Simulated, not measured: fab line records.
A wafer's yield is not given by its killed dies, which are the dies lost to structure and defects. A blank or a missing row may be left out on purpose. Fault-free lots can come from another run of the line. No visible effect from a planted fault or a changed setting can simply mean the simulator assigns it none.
Problem report, 8D (eight disciplines) form, completed by code ; flow rit_cmos ; the parts of the form that need people (team, actions taken, sign-off) are left out

## 1. WHAT WENT WRONG
Across 6 wafers from 2 lots, ACTIVE_NITRIDE_THK at RIT_ACTIVE_THK_MEAS_04 averages 234.1 nm, while fault-free wafers read 150.9 nm with a standard deviation of 1.7. That puts it +49 standard deviations away from the usual mean.
Earliest sighting: wafer L970.1 on film_metro-03 at day 4 21:55. Wafers with a number at this step in the record: 42, from 14 lots. Rule for "out", or "out of limits": more than 4 standard deviations from the usual mean. The rest of the wafers with a number are treated as sound.

## 2. WHAT IT IS AND WHAT IT IS NOT
question;is;is not
which readings at this step;ACTIVE_NITRIDE_THK;-
which lots;L970, L972;L956, L957, L958, L959, L960, L961, L962, L963, L965, L973, L975, L977
which wafers of those lots;all that have a number;-
read on which gauges;film_metro-01, film_metro-03;film_metro-04
when;from day 4 21:55;"up to then (27 sound wafers); but 9 sound wafers of L973, L975, L977 came after"

## 3. WHAT RULES OUT EACH SUSPECT
Counting: a tool at a process step up to the reading stays a suspect if it ran every lot that is out and no sound lot after the first of them.
- ruled out: the gauge at RIT_ACTIVE_THK_MEAS_04. Those wafers that are out were read across 2 gauges (film_metro-01, film_metro-03).
- lpcvd-01 at RIT_ACTIVE_CVD_03 (deposits Si3N4 from SiH2Cl2/NH3, target thk 150 nm, time 1500 s): kept. All lots that are out passed through it, beginning with L970 at day 4 20:31, and no sound lot followed; its final sound lot before that point was L961 at day 2 23:07. Out on those wafers are its own readings of spike_tc_centre_C, spike_tc_load_C, spike_tc_source_C, susceptor_temp_C.
Remaining after the count: lpcvd-01 at RIT_ACTIVE_CVD_03.

## 4. THE CAUSE (what the simulator had put in)
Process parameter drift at RIT_ACTIVE_CVD_03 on lpcvd-01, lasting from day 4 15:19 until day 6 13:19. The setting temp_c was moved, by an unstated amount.
Counting left only this tool.

## 5. SEQUENCE OF EFFECTS, ordered by route
One row per reading whose mean, taken over the struck wafers that have a number, lies over 3 standard deviations from the usual. Readings are gone through only where the record gives a usual standard deviation; hours: the median, over the lots, of the time from a lot's start at the first step in this table giving one to that lot's start at this step; sigmas: the change measured in usual standard deviations.
hours;step;reading;usual;on struck wafers;change;sigmas
0;RIT_ACTIVE_CVD_03;spike_tc_centre_C;813.3 C;838.9;+25.6;+21
0;RIT_ACTIVE_CVD_03;spike_tc_load_C;833.7 C;859.2;+25.5;+18
0;RIT_ACTIVE_CVD_03;spike_tc_source_C;832.4 C;858.0;+25.6;+18
0;RIT_ACTIVE_CVD_03;susceptor_temp_C;810.0 C;835.6;+25.6;+78
1;RIT_ACTIVE_THK_MEAS_04;ACTIVE_NITRIDE_THK;150.9 nm;234.1;+83.2;+49
3;RIT_ACTIVE_ETCH_13;oes_product_au;0.826 a.u.;0.997;+0.171;+11
It contains these process steps:
- RIT_ACTIVE_CVD_03: deposits Si3N4 from SiH2Cl2/NH3, target thk 150 nm, time 1500 s.
- RIT_ACTIVE_ETCH_13: etches Si3N4 in SF6, stops on SiO2, time 210 s, target depth 210 nm.

## 6. WHAT WOULD HAVE CAUGHT IT SOONER
The first out-of-limits reading at a measuring or inspecting step in this record came at day 4 21:55, 7 hours after the fault's start at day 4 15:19.
Tool's own readings at RIT_ACTIVE_CVD_03, spike_tc_centre_C, spike_tc_load_C, spike_tc_source_C, susceptor_temp_C: out on all struck wafers the step has rows for; an alarm limit on them would have tripped on the first.
Lots out: 2; of these, L972 started RIT_ACTIVE_CVD_03 on lpcvd-01 after day 4 21:55. A hold on the tool at that time would have spared it.
